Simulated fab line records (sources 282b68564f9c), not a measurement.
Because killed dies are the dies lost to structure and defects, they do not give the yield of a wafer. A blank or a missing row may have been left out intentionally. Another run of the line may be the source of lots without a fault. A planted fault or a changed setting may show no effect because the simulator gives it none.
A struck lot beside a sound one | flow rit cmos | 27 steps out of a route of 202
Sound: these wafers, L289.2, L289.5, L289.6. Struck: wafer L305.2 (left out: L305.3, L305.6 of the same lot, which were not struck); the cause appears at the end.
At each step with rows: each side's tool, then ch and its chambers, then its first start. Under that, the readings that differ: sound wafers | struck wafers | difference of the means | sigmas: that difference in standard deviations of wafers without a fault.
alike: readings whose means differ by less than 2 such deviations, and words and numbers that are the same on both sides. not compared: withheld readings, readings that some wafer has no value for, bounds like >300 that may hide the same value, and numbers for which the record gives no deviation and whose values overlap.
A row with sigmas, a row that says differs or no value, or rows on one side alone: a step with any of these is where the two part. Numbers that have no deviation but don't overlap get no sigmas and don't part them. A reading that every wafer of one side lacks parts them only if that side has two wafers or more.

first, 4 steps without rows for these wafers: RIT_CONTACT_SOFTBAKE_04 (time 60 s); RIT_CONTACT_EXPOSE_05 (exposes mask M11, target cd 1000 nm); RIT_CONTACT_PEB_06; RIT_CONTACT_DEVELOP_07 (develop time 120 s).
RIT_CONTACT_CD_MEAS_08: target cd 1000 nm.
  sound on cd sem-02, day 3 06:07; struck on cd sem-02, day 6 17:42
  alike: cd nm
RIT_CONTACT_OVL_MEAS_09:
  sound on overlay-02, day 3 06:13; struck on overlay-02, day 6 17:48
  alike: CONTACT_OVL
then, 1 step without rows for these wafers: RIT_CONTACT_HARDBAKE_10 (time 60 s).
RIT_CONTACT_ETCH_11: etches SiO2 in CHF3/CF4/Ar, stops on TiSi2, target depth 480 nm, time 320 s.
  sound on rie diel-03 ch 0,1,2, day 3 06:24; struck on rie diel-03 ch 0, day 6 17:59
  reading              | sound             | struck | difference | sigmas
  cf4 flow sccm (sccm) | 10.00 10.06 10.03 | 9.96   | -0.07      | -2
  alike: drypump motor current A, mfc ar sccm, oes product au, throttle valve pct
  not compared: rf hours counter h
RIT_CONTACT_STRIP_12: strips in O2, time 180 s.
  sound on plasma asher-03 ch 0,1, day 3 06:35; struck on plasma asher-03 ch 0, day 6 18:11
  alike: drypump motor current A
  not compared: rf hours counter h
RIT_CONTACT_CD_MEAS_90: target cd 1000 nm.
  sound on cd sem-01, day 3 06:47; struck on cd sem-01, day 6 18:22
  alike: cd nm
then, 2 steps without rows for these wafers: RIT_CONTACT_CLEAN_13 (cleans in SC1, time 600 s); RIT_CONTACT_CLEAN_14 (cleans in SC2, time 600 s).
RIT_M1_SPUTTER_00: material Al, target thk 400 nm, time 500 s.
  sound on pvd sputter-01, day 3 07:14; struck on pvd sputter-02, day 6 18:50
  reading                               | sound             | struck | difference | sigmas
  model.Al_of_M1_SPUTTER_00.thk nm (nm) | 394.1 389.6 388.5 | 664.9  | +274.2     |
  alike: throttle valve pct
RIT_M1_RS_MEAS_01: a four-point-probe measurement.
  sound on film metro-04, day 3 07:33; struck on film metro-01, day 6 19:09
  reading           | sound                | struck | difference | sigmas
  M1_AL_RS (ohm/sq) | 0.0745 0.0752 0.0756 | 0.0439 | -0.0312    | -28
RIT_M1_THK_MEAS_02: measures by xrf.
  sound on film metro-04, day 3 07:40; struck on film metro-01, day 6 19:16
  reading        | sound       | struck | difference | sigmas
  M1_AL_THK (nm) | 389 384 382 | 657    | +272       | +41
then, 6 steps without rows for these wafers: RIT_M1_HMDS_03 (prime time 60 s); RIT_M1_COAT_04 (resist thk 1325 nm); RIT_M1_SOFTBAKE_05 (time 60 s); RIT_M1_EXPOSE_06 (exposes mask M12, target cd 2600 nm); RIT_M1_PEB_07; RIT_M1_DEVELOP_08 (develop time 68 s).
RIT_M1_CD_MEAS_09: target cd 2600 nm.
  sound on cd sem-01, day 3 08:37; struck on cd sem-02, day 6 20:13
  alike: cd nm
RIT_M1_OVL_MEAS_10:
  sound on overlay-02, day 3 08:44; struck on overlay-02, day 6 20:19
  alike: M1_OVL
then, 1 step without rows for these wafers: RIT_M1_HARDBAKE_11 (time 120 s).
RIT_M1_METAL_ETCH_12: etches Al in Cl2/BCl3, stops on SiO2, time 165 s, target depth 600 nm.
  sound on rie metal-01 ch 0,1, day 3 09:01; struck on rie metal-02 ch 0, day 6 20:38
  reading                | sound             | struck | difference | sigmas
  oes product au (a.u.)  | 0.776 0.770 0.787 | 1.019  | +0.241     | +16
  throttle valve pct (%) | 8.61 8.61 8.49    | 8.18   | -0.39      | -2
  alike: drypump motor current A
  not compared: rf hours counter h
then, 1 step without rows for these wafers: RIT_M1_STRIP_13 (strips in nmp, time 616.9 s).
RIT_M1_PROBE_99:
  sound on prober-01, day 3 11:19; struck on prober-02, day 6 22:57
  reading                                 | sound              | struck | difference | sigmas
  defect limited yield (%)                | 98.1 98.5 96.2     | 1.5    | -96.1      | -87
  killed_at_M0_to_M3                      | 0 0 0              | 254    | +254       | +99 or more
  killed dies                             | 5 4 10             | 260    | +254       | +91
  killed on rim                           | 2 1 3              | 67     | +65        | +46
  sort_bin_5_function (%)                 | 1.9 0.4 2.7        | 97.7   | +96.0      | +99 or more
  sort n pass                             | 259.0 260.0 254.0  | 4.0    | -253.7     | -91
  sort yield pct (%)                      | 98.1 98.5 96.2     | 1.5    | -96.1      | -87
  model.etest.tester.sort n pass          | 259 260 254        | 4      | -254       |
  model.etest.tester.sort yield pct (%)   | 98.11 98.48 96.21  | 1.515  | -96.085    |
  model.etest.tester.sort_bin_5_pct (%)   | 1.894 0.3788 2.652 | 97.73  | +96.09     |
  model.etest.nmos_0p3.short              | 0 0 0              | 1      | +1         |
  model.etest.diode pplus comb.over limit | 0 0 0              | 1      | +1         |
  model.etest.nmos_0p15.over limit        | 0 0 0              | 1      | +1         |
  model.etest.nmos narrow.over limit      | 0 0 0              | 1      | +1         |
  model.etest.contact nplus.short         | 0 0 0              | 1      | +1         |
  alike: killed at contacts, killed at front end, killed open, killed short, sort_bin_3_pad_short, sort_bin_6_memory

== WHERE THEY PART ==
Earliest at RIT_CONTACT_ETCH_11; latest, in this record, at RIT_M1_PROBE_99.

WHY: what the simulator had put in
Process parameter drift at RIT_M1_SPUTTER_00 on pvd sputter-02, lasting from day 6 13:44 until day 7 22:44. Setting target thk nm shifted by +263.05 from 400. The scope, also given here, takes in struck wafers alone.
